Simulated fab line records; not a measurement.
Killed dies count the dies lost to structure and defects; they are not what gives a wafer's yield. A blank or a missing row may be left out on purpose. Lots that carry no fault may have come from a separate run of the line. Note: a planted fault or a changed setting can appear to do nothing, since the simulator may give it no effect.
The tool behind it: which one? | flow berkeley_cmos170 | 15 lots with 43 wafers sampled at 4 steps, on a route of 331 steps

## WHAT THE GAUGES SHOWED, per wafer
UCB170_V2_BOW_MEAS_03.
lot  | measured     | on            | V2_BOW (um)
L301 | day 7 12:54  | film_metro-02 | 46 32 35
L302 | day 8 05:50  | film_metro-04 | 30 37 48
L304 | day 8 14:04  | film_metro-02 | 41 42 39
L306 | day 9 01:38  | film_metro-02 | 52 41 39
L307 | day 9 01:59  | film_metro-04 | 26 39 27
L309 | day 9 08:11  | film_metro-04 | 43 42 37
L308 | day 9 02:31  | film_metro-02 | 44 34 32
L310 | day 9 19:33  | film_metro-03 | 48 44 36
L311 | day 10 03:31 | film_metro-02 | 44 38 32
L312 | day 10 03:50 | film_metro-04 | 26 43
L313 | day 10 15:54 | film_metro-04 | 28 36
L316 | day 11 11:09 | film_metro-02 | 47 45 38
L320 | day 11 10:22 | film_metro-04 | 45 29 32
L322 | day 11 23:21 | film_metro-03 | 28 31 32
L323 | day 12 02:31 | film_metro-02 | 40 44 56

## WHICH TOOL RAN EACH LOT (tool, then ch and the chambers of the sampled wafers, then the start)
lot  | UCB170_WELLDRIVE_OXIDATION_01 | UCB170_GATE_ETCH_15              | UCB170_BACKSIDE_STRIP_03
L301 | furnace-01 ch 0, day 3 14:29  | rie_si-02 ch 0,2,3, day 6 06:07  | plasma_asher-04 ch 0,1, day 6 18:58
L302 | furnace-01 ch 0, day 3 23:30  | rie_si-01 ch 0,1,3, day 6 13:27  | plasma_asher-01 ch 0,1, day 7 07:10
L304 | furnace-01 ch 0, day 4 10:47  | rie_si-02 ch 1,2, day 7 03:44    | plasma_asher-03 ch 0,1, day 7 18:33
L306 | furnace-04 ch 0, day 4 22:47  | rie_si-01 ch 1,2, day 7 20:08    | plasma_asher-04 ch 0,1, day 8 08:38
L307 | furnace-04 ch 0, day 4 22:47  | rie_si-02 ch 0,2, day 7 20:20    | plasma_asher-04 ch 0, day 8 09:14
L309 | furnace-04 ch 0, day 4 22:47  | rie_si-01 ch 0,2, day 7 20:36    | plasma_asher-01 ch 0,1, day 8 09:17
L308 | furnace-04 ch 0, day 5 03:37  | rie_si-02 ch 1,2,3, day 7 20:50  | plasma_asher-03 ch 0,1, day 8 09:53
L310 | furnace-04 ch 0, day 5 08:37  | rie_si-01 ch 0,1,2, day 8 03:48  | plasma_asher-01 ch 0,1, day 8 19:38
L311 | furnace-04 ch 0, day 5 20:23  | rie_si-01 ch 0,2,3, day 8 16:08  | plasma_asher-01 ch 0,1, day 9 06:58
L312 | furnace-04 ch 0, day 5 20:23  | rie_si-02 ch 1, day 8 15:54      | plasma_asher-03 ch 0,1, day 9 06:31
L313 | furnace-04 ch 0, day 6 02:44  | rie_si-02 ch 0,1, day 8 23:12    | plasma_asher-01 ch 1, day 9 21:07
L316 | furnace-01 ch 0, day 6 15:53  | rie_si-02 ch 0,2,3, day 9 14:25  | plasma_asher-03 ch 0,1, day 10 09:39
L320 | furnace-03 ch 0, day 7 08:53  | rie_si-01 ch 0,2,3, day 9 17:18  | plasma_asher-03 ch 0,1, day 10 09:12
L322 | furnace-03 ch 0, day 7 15:33  | rie_si-02 ch 2,3, day 10 09:58   | plasma_asher-01 ch 0,1, day 10 23:51
L323 | furnace-01 ch 0, day 8 00:38  | rie_si-02 ch 1,2,3, day 10 16:10 | plasma_asher-03 ch 0,1, day 11 05:59
- UCB170_WELLDRIVE_OXIDATION_01: target thk 199 nm, ox time 9000 s.
- UCB170_GATE_ETCH_15: etches poly-Si in HBr/Cl2, stops on SiO2, time 56.3 s, target depth 278.2 nm.
- UCB170_BACKSIDE_STRIP_03: strips in O2.

## AS READ BY THE TOOLS THEMSELVES (means over the sampled wafers that have a number; for cases with no such wafer, the mark the record gives instead)
UCB170_GATE_ETCH_15.
lot  | tool      | drypump_motor_current_A (A) | oes_product_au (a.u.) | rf_fwd_power_W (W) | throttle_valve_pct (%)
L301 | rie_si-02 | 5.8                         | 0.835                 | 297.1              | 26.67
L302 | rie_si-01 | 5.6                         | 0.827                 | 296.5              | 26.29
L304 | rie_si-02 | 6.3                         | 0.813                 | 298.2              | 26.59
L306 | rie_si-01 | 6.2                         | 0.799                 | 297.4              | 26.44
L307 | rie_si-02 | 5.8                         | 0.845                 | 296.6              | 26.75
L309 | rie_si-01 | 5.7                         | 0.846                 | 297.7              | 26.36
L308 | rie_si-02 | 6.1                         | 0.830                 | 298.3              | 26.64
L310 | rie_si-01 | 6.0                         | 0.817                 | 297.4              | 26.32
L311 | rie_si-01 | 5.4                         | 0.834                 | 296.7              | 26.43
L312 | rie_si-02 | 6.6                         | 0.815                 | 298.0              | 26.43
L313 | rie_si-02 | 6.1                         | 0.829                 | 298.9              | 26.46
L316 | rie_si-02 | 5.8                         | 0.833                 | 297.8              | 26.67
L320 | rie_si-01 | 5.4                         | 0.832                 | 296.4              | 26.43
L322 | rie_si-02 | 5.8                         | 0.837                 | 297.4              | 26.79
L323 | rie_si-02 | 6.1                         | 0.839                 | 297.1              | 26.64

UCB170_BACKSIDE_STRIP_03.
lot  | tool            | drypump_motor_current_A (A) | oes_product_au (a.u.) | strip_time_to_endpoint_s (s)
L301 | plasma_asher-04 | 5.4                         | 0.736                 | 22.05
L302 | plasma_asher-01 | 5.3                         | 0.733                 | 22.07
L304 | plasma_asher-03 | 5.4                         | 0.736                 | 22.06
L306 | plasma_asher-04 | 5.5                         | 0.735                 | 22.00
L307 | plasma_asher-04 | 5.5                         | 0.739                 | 21.94
L309 | plasma_asher-01 | 5.3                         | 0.736                 | 22.03
L308 | plasma_asher-03 | 5.6                         | 0.730                 | 22.10
L310 | plasma_asher-01 | 5.4                         | 0.736                 | 22.06
L311 | plasma_asher-01 | 5.3                         | 0.732                 | 22.04
L312 | plasma_asher-03 | 5.4                         | 0.735                 | 22.02
L313 | plasma_asher-01 | 5.8                         | 0.732                 | 21.95
L316 | plasma_asher-03 | 5.6                         | 0.735                 | 22.00
L320 | plasma_asher-03 | 5.6                         | 0.738                 | 21.96
L322 | plasma_asher-01 | 5.5                         | 0.731                 | 22.11
L323 | plasma_asher-03 | 5.6                         | 0.731                 | 22.03

## THE ANSWER, worked out from the rows above alone
Rule: the usual values come from the lots themselves. Put in order of their means at a reading, lots are off if they are a third of the lots or fewer, leave a main group of 4 or more, and stand apart from it by a gap of 3 or more times the standard deviation of the main group's means; of several such gaps the widest counts. The tables above print the reading to a certain number of digits; a main group whose means all agree to those digits is not used. Also off: a lot with no number at a reading for which 4 or more lots have one. All remaining lots with rows at the step are treated as sound. First the gauges in route order, then the tools' own readings, where a lot's mean is used as printed above. The first step at which some lot is off is used, and at that step the reading that is off furthest; a lot without a number counts as furthest.
No lot is off at any reading shown: from this, nothing can be told.

## WHAT WAS PUT IN BY THE SIMULATOR
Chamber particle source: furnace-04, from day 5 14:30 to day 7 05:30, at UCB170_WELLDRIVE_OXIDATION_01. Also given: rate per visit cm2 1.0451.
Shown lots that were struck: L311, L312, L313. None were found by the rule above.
